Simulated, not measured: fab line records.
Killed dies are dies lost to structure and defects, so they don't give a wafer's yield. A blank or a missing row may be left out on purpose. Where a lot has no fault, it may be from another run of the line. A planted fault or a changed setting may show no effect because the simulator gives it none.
fab line records -- flow rit-cmos -- part 2 of 2: steps 34 to 34 of 34
[record] lots = 5, wafers = 23
route steps=202 shown ACTIVE@4 NWELL@36 PWELL@47 WELLDRIVE@50 PRETRO@65 GATE@81 NLDD@104 PSD@144 SDANNEAL@155 M1@202
start-h: hours from the record's opening day to when the first of the lot's shown wafers began -- wait-h: time in hours since the lot's previous step -- " as in the row above -- L1.1+2: one row covering several wafers at once -- - no value, or no start given -- * or withheld: withheld -- < > ~ a bound
route shown NAME@n: NAME is a module with steps in the file, n the number in the route of the first one -- usual: the fault-free wafers' mean and standard deviation -- same: alike in all rows -- chamber/n: place in a boat -- sites: readings site by site -- _std_site: their standard deviation -- _edge_site: mean of outer sites minus mean of inner sites -- radius-mm: for every site, how far away it sits from the centre of the wafer -- mask NAME#n: copy n -- behind: the last tool/chamber to shape the wafer -- hold: cause of the lot's hold/its duration in hours/its outcome -- device: names the non-switching transistor (n, p or np) -- end of line: at the end of the route, the tests of the same wafers -- where a step has no rows: the recipe by itself -- killed: count of dies lost to structure and defects at first sort (not the wafer's yield) -- map: a wafer's dies, x killed, . not, _ none there
set.NAME: the run value of the setting; set.NAME@STEP: its run value at that earlier step -- model.NAME: the simulator's own value behind a step, which no gauge read
lots whose settings were changed on purpose; a table a step, a row a wafer
[[steps]]
[step RIT_M1_PROBE_99]
[usual] killed-at-contacts = 0.1/0.28, killed-at-front-end = 6.6/3, killed-dies = 6.7/3, killed-open = 3.4/1.9, killed-short = 3.3/1.9
[same] gross-dies = 264, killed_at_M0_to_M3 = 0, killed_at_M4_up = 0, killed-at-back-side = 0, killed-at-other = 0
lot.wafer,tool,chamber,start-h,wait-h,set.temp-c@GATE_OXIDATION_05,killed-at-contacts,killed-at-front-end,killed-dies,killed-open,killed-short,model.etest.nmos_0p15.drive-ua-um,model.etest.nmos_0p3.drive-ua-um,model.etest.nmos-narrow.drive-ua-um,model.etest.pmos_0p3.r-on-ohm-um
L075.1,prober-01,-,64.51,0.1,900,0,12,12,6,6,471.8,225.3,220.8,6188
L075.2,prober-01,-,64.56,0.1,900,0,2,2,1,1,485.1,226.8,221.2,6152
L075.3,prober-01,-,64.61,0.2,900,0,10,10,4,6,482.1,229.6,222.2,6103
L075.5,prober-01,-,64.71,0.2,900,0,12,12,6,6,479.6,230.6,223,6122
L075.6,prober-01,-,64.76,0.2,900,0,3,3,1,2,468.2,228,221.7,6176
L076.1,prober-02,-,70.76,0.1,883.5,0,10,10,3,7,-,-,-,-
L076.2,prober-02,-,70.81,0.1,883.5,0,5,5,3,2,553.2,280,280.1,5402
L076.3,prober-02,-,70.86,0.2,883.5,0,8,8,7,1,569,284,285.1,5377
L076.4,prober-02,-,70.91,0.2,883.5,0,7,7,2,5,555,280.7,285.7,5317
L076.6,prober-02,-,71.01,0.2,883.5,2,5,7,3,2,558.4,280,279.9,5548
L077.1,prober-01,-,73.44,0.1,900,3,6,9,3,4,473.7,232.2,230.8,6316
L077.2,prober-01,-,73.49,0.1,900,0,7,7,4,3,466.7,223.3,220.8,6309
L077.3,prober-01,-,73.54,0.2,900,0,3,3,1,2,474.4,228.8,226.5,6230
L077.4,prober-01,-,73.59,0.2,900,0,5,5,4,1,487.4,229.9,228.6,6279
L077.6,prober-01,-,73.69,0.2,900,0,5,5,2,3,482.7,231.7,234.4,6184
L078.1,prober-02,-,76.47,0.1,900,0,4,4,2,2,472.5,229.2,234.4,6367
L078.2,prober-02,-,76.52,0.1,900,2,6,8,3,3,479.9,229.4,234.4,6187
L078.3,prober-02,-,76.57,0.2,900,0,7,7,2,5,475.5,231.1,236.8,6283
L078.4,prober-02,-,76.62,0.2,900,0,9,9,5,4,483.1,232,237.2,6188
L078.5,prober-02,-,76.67,0.2,900,3,3,6,2,1,479.4,230.1,236,6271
L080.1,prober-02,-,89.11,0.1,900,0,4,4,3,1,463.9,222.8,224.4,6403
L080.3,prober-02,-,89.21,0.2,900,1,3,4,2,2,469.3,223.7,227.4,6324
L080.6,prober-02,-,89.36,0.2,900,0,9,9,5,4,470.1,222.2,226.3,6368
// killed by level:class
L075.1 SPACER:geometric-particle:short=3 FOX1:geometric-particle:open=2 SILICIDE:geometric-particle:open=2 FOX1:geometric-particle:short=1 FOX2:geometric-particle:short=1 REOX:geometric-particle:open=1 SPACER:geometric-particle:open=1 SILICIDE:geometric-particle:short=1
L075.2 FOX2:geometric-particle:open=1 GATE:geometric-particle:short=1
L075.3 FOX1:geometric-particle:short=3 FOX1:geometric-particle:open=1 FOX2:geometric-particle:open=1 FOX2:geometric-particle:short=1 GATE:geometric-particle:short=1 SPACER:geometric-particle:open=1 SILICIDE:geometric-particle:short=1 SILICIDE:geometric-particle:open=1
L075.5 GATE:geometric-particle:open=4 FOX2:geometric-particle:short=3 SPACER:geometric-particle:short=2 FOX1:geometric-particle:short=1 FOX1:geometric-particle:open=1 SPACER:geometric-particle:open=1
L075.6 FOX1:geometric-particle:short=1 SILICIDE:geometric-particle:short=1 SPACER:geometric-particle:open=1
L076.1 FOX1:geometric-particle:short=3 FOX2:geometric-particle:short=2 GATE:geometric-particle:short=2 REOX:geometric-particle:open=2 FOX2:geometric-particle:open=1
L076.2 GATE:geometric-particle:open=2 FOX2:geometric-particle:open=1 GATE:geometric-particle:short=1 SILICIDE:geometric-particle:short=1
L076.3 REOX:geometric-particle:open=3 GATE:geometric-particle:open=2 FOX1:geometric-particle:open=1 FOX2:geometric-particle:open=1 SPACER:geometric-particle:short=1
L076.4 GATE:geometric-particle:short=2 SILICIDE:geometric-particle:short=2 GATE:geometric-particle:open=1 REOX:geometric-particle:open=1 REOX:geometric-particle:short=1
L076.6 GATE:geometric-particle:open=2 CONTACT:area-etch=2 REOX:geometric-particle:short=1 SPACER:geometric-particle:short=1 SILICIDE:geometric-particle:open=1
L077.1 GATE:geometric-particle:short=2 CONTACT:area-etch=2 FOX2:geometric-particle:short=1 GATE:geometric-particle:open=1 REOX:geometric-particle:open=1 SPACER:geometric-particle:short=1 CONTACT:geometric-particle:open=1
L077.2 GATE:geometric-particle:open=3 GATE:geometric-particle:short=3 SILICIDE:geometric-particle:open=1
L077.3 GATE:geometric-particle:short=2 SPACER:geometric-particle:open=1
L077.4 GATE:geometric-particle:open=2 GATE:geometric-particle:short=1 SPACER:geometric-particle:open=1 SILICIDE:geometric-particle:open=1
L077.6 GATE:geometric-particle:short=2 FOX1:geometric-particle:open=1 FOX2:geometric-particle:short=1 GATE:geometric-particle:open=1
L078.1 GATE:geometric-particle:short=2 GATE:geometric-particle:open=1 REOX:geometric-particle:open=1
L078.2 GATE:geometric-particle:open=3 GATE:geometric-particle:short=2 CONTACT:area-etch=2 FOX1:geometric-particle:short=1
L078.3 REOX:geometric-particle:short=3 GATE:geometric-particle:open=1 GATE:geometric-particle:short=1 REOX:geometric-particle:open=1 SPACER:geometric-particle:short=1
L078.4 GATE:geometric-particle:short=2 GATE:geometric-particle:open=2 FOX1:geometric-particle:open=1 FOX1:geometric-particle:short=1 REOX:geometric-particle:open=1 SILICIDE:geometric-particle:open=1 SILICIDE:geometric-particle:short=1
L078.5 CONTACT:area-etch=3 FOX1:geometric-particle:open=1 REOX:geometric-particle:open=1 SILICIDE:geometric-particle:short=1
L080.1 GATE:geometric-particle:open=1 GATE:geometric-particle:short=1 REOX:geometric-particle:open=1 SPACER:geometric-particle:open=1
L080.3 GATE:geometric-particle:open=2 GATE:geometric-particle:short=1 CONTACT:geometric-particle:short=1
L080.6 FOX1:geometric-particle:open=2 GATE:geometric-particle:open=2 FOX2:geometric-particle:short=1 GATE:geometric-particle:short=1 REOX:geometric-particle:open=1 REOX:geometric-particle:short=1 SPACER:geometric-particle:short=1
[[key]]
[split] step = RIT_ACTIVE_CVD_03, setting = time-s, stated = 1500, by = lot
[response] step = RIT_ACTIVE_CVD_03, reading = model.Si3N4_of_ACTIVE_CVD_03.thk-nm, change = +1.49, per = 1%, r = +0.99
[response] step = RIT_ACTIVE_THK_MEAS_04, reading = ACTIVE_NITRIDE_THK, change = +1.49, per = 1%, r = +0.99
[response] step = RIT_ACTIVE_ETCH_13, reading = model.etch.depth-nm, change = +1.49, per = 1%, r = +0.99
[response] step = RIT_ACTIVE_ETCH_13, reading = model.ACTIVE.feature-depth-nm, change = +1.45, per = 1%, r = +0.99
[split] step = RIT_ACTIVE_HARDBAKE_12, setting = temp-c, stated = 140, by = wafer
response none clear
[split] step = RIT_NWELL_IMPLANT_08, setting = dose-cm2, stated = 5e+13, by = wafer
[response] step = RIT_WELLDRIVE_RS_MEAS_01, reading = NWELL_RS, change = -1.78, per = 1%, r = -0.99
[split] step = RIT_PWELL_IMPLANT_08, setting = energy-kev, stated = 170, by = wafer
response none clear
[split] step = RIT_PRETRO_COAT_01, setting = resist-thk-nm, stated = 1300, by = wafer
[response] step = RIT_PRETRO_COAT_01, reading = model.NOVOLAK_of_PRETRO_COAT_01.thk-nm, change = +13.1, per = 1%, r = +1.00
[response] step = RIT_PRETRO_HARDBAKE_07, reading = model.NOVOLAK_of_PRETRO_COAT_01.thk-nm, change = +11.3, per = 1%, r = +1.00
[split] step = RIT_PRETRO_DEVELOP_05, setting = develop-time-s, stated = 68, by = wafer
response none clear
[split] step = RIT_GATE_OXIDATION_05, setting = temp-c, stated = 900, by = lot
[response] step = RIT_GATE_OXIDATION_05, reading = model.SiO2_of_GATE_OXIDATION_05.thk-nm, change = +0.296, per = 1%, r = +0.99
[response] step = RIT_GATE_THK_MEAS_07, reading = GATE_OXIDE_THK, change = +0.302, per = 1%, r = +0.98
[response] step = RIT_M1_PROBE_99, reading = model.etest.pmos_0p3.r-on-ohm-um, change = +456, per = 1%, r = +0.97
[response] step = RIT_M1_PROBE_99, reading = model.etest.nmos_0p15.drive-ua-um, change = -45.3, per = 1%, r = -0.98
[response] step = RIT_M1_PROBE_99, reading = model.etest.nmos_0p3.drive-ua-um, change = -28.9, per = 1%, r = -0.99
[response] step = RIT_M1_PROBE_99, reading = model.etest.nmos-narrow.drive-ua-um, change = -29.7, per = 1%, r = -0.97
[split] step = RIT_GATE_SOFTBAKE_12, setting = temp-c, stated = 90, by = wafer
[response] step = RIT_GATE_DEVELOP_15, reading = model.NOVOLAK_of_GATE_COAT_11.thk-nm, change = -2.26, per = 1%, r = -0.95
[split] step = RIT_NLDD_COAT_01, setting = spin-rpm, stated = 3250, by = wafer
[response] step = RIT_NLDD_COAT_01, reading = model.NOVOLAK_of_NLDD_COAT_01.thk-nm, change = -5.15, per = 1%, r = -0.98
[response] step = RIT_NLDD_HARDBAKE_07, reading = model.NOVOLAK_of_NLDD_COAT_01.thk-nm, change = -4.5, per = 1%, r = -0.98
[split] step = RIT_PSD_SOFTBAKE_02, setting = temp-c, stated = 90, by = wafer
[response] step = RIT_PSD_DEVELOP_05, reading = model.NOVOLAK_of_PSD_COAT_01.thk-nm, change = -2.21, per = 1%, r = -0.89
[split] step = RIT_PSD_IMPLANT_08, setting = energy-kev, stated = 27, by = wafer
[response] step = RIT_PSD_IMPLANT_08, reading = model.implant.rp-nm, change = +0.177, per = 1%, r = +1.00
[response] step = RIT_PSD_IMPLANT_08, reading = model.implant.drp-nm, change = +0.0849, per = 1%, r = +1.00
[response] step = RIT_SDANNEAL_RS_MEAS_04, reading = PSD_RS, change = -0.602, per = 1%, r = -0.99
